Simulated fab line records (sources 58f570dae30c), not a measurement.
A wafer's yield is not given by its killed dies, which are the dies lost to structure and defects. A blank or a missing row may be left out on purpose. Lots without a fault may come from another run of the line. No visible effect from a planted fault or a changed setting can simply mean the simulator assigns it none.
Which tool is to blame? ; flow berkeley-cmos170 ; 21 wafers sampled from 7 lots at 1 step of a route of 331

## WHAT THE GAUGES SHOWED, per wafer
UCB170_PWELL_THK_MEAS_03.
lot;measured;on;PWELL_OXIDE_THK (nm)
L439;day 3 19:32;film-metro-03;26.0 26.1 26.0
L441;day 4 04:06;film-metro-01;27.5 27.1 27.5
L444;day 4 15:04;film-metro-04;26.7 26.9 26.9
L446;day 4 19:26;film-metro-01;26.4 26.2 26.8
L454;day 6 15:16;film-metro-01;25.9 25.8 26.3
L457;day 7 07:33;film-metro-01;26.6 26.4 26.5
L459;day 7 21:13;film-metro-04;26.5 26.3 26.6

## EACH LOT AND THE TOOL THAT RAN IT (in order: tool; ch and the chambers of the sampled wafers; start)
The record holds no process step before these readings.

## THE ANSWER, worked out from the rows above alone
Rule: usual is defined by the lots themselves. Put in order of their means at a reading, lots are off if they are a third of the lots or fewer, leave a main group of 4 or more, and stand apart from it by a gap of 3 or more times the standard deviation of the main group's means; of several such gaps the widest counts. A main group is skipped when, at the precision printed for the reading in the tables above, its means are all equal. Also off: a lot with no number at a reading for which 4 or more lots have one. Any other lot the step has rows for is counted as sound.
None of the lots is off at any reading shown; this tells nothing.

## WHAT WAS PUT IN BY THE SIMULATOR
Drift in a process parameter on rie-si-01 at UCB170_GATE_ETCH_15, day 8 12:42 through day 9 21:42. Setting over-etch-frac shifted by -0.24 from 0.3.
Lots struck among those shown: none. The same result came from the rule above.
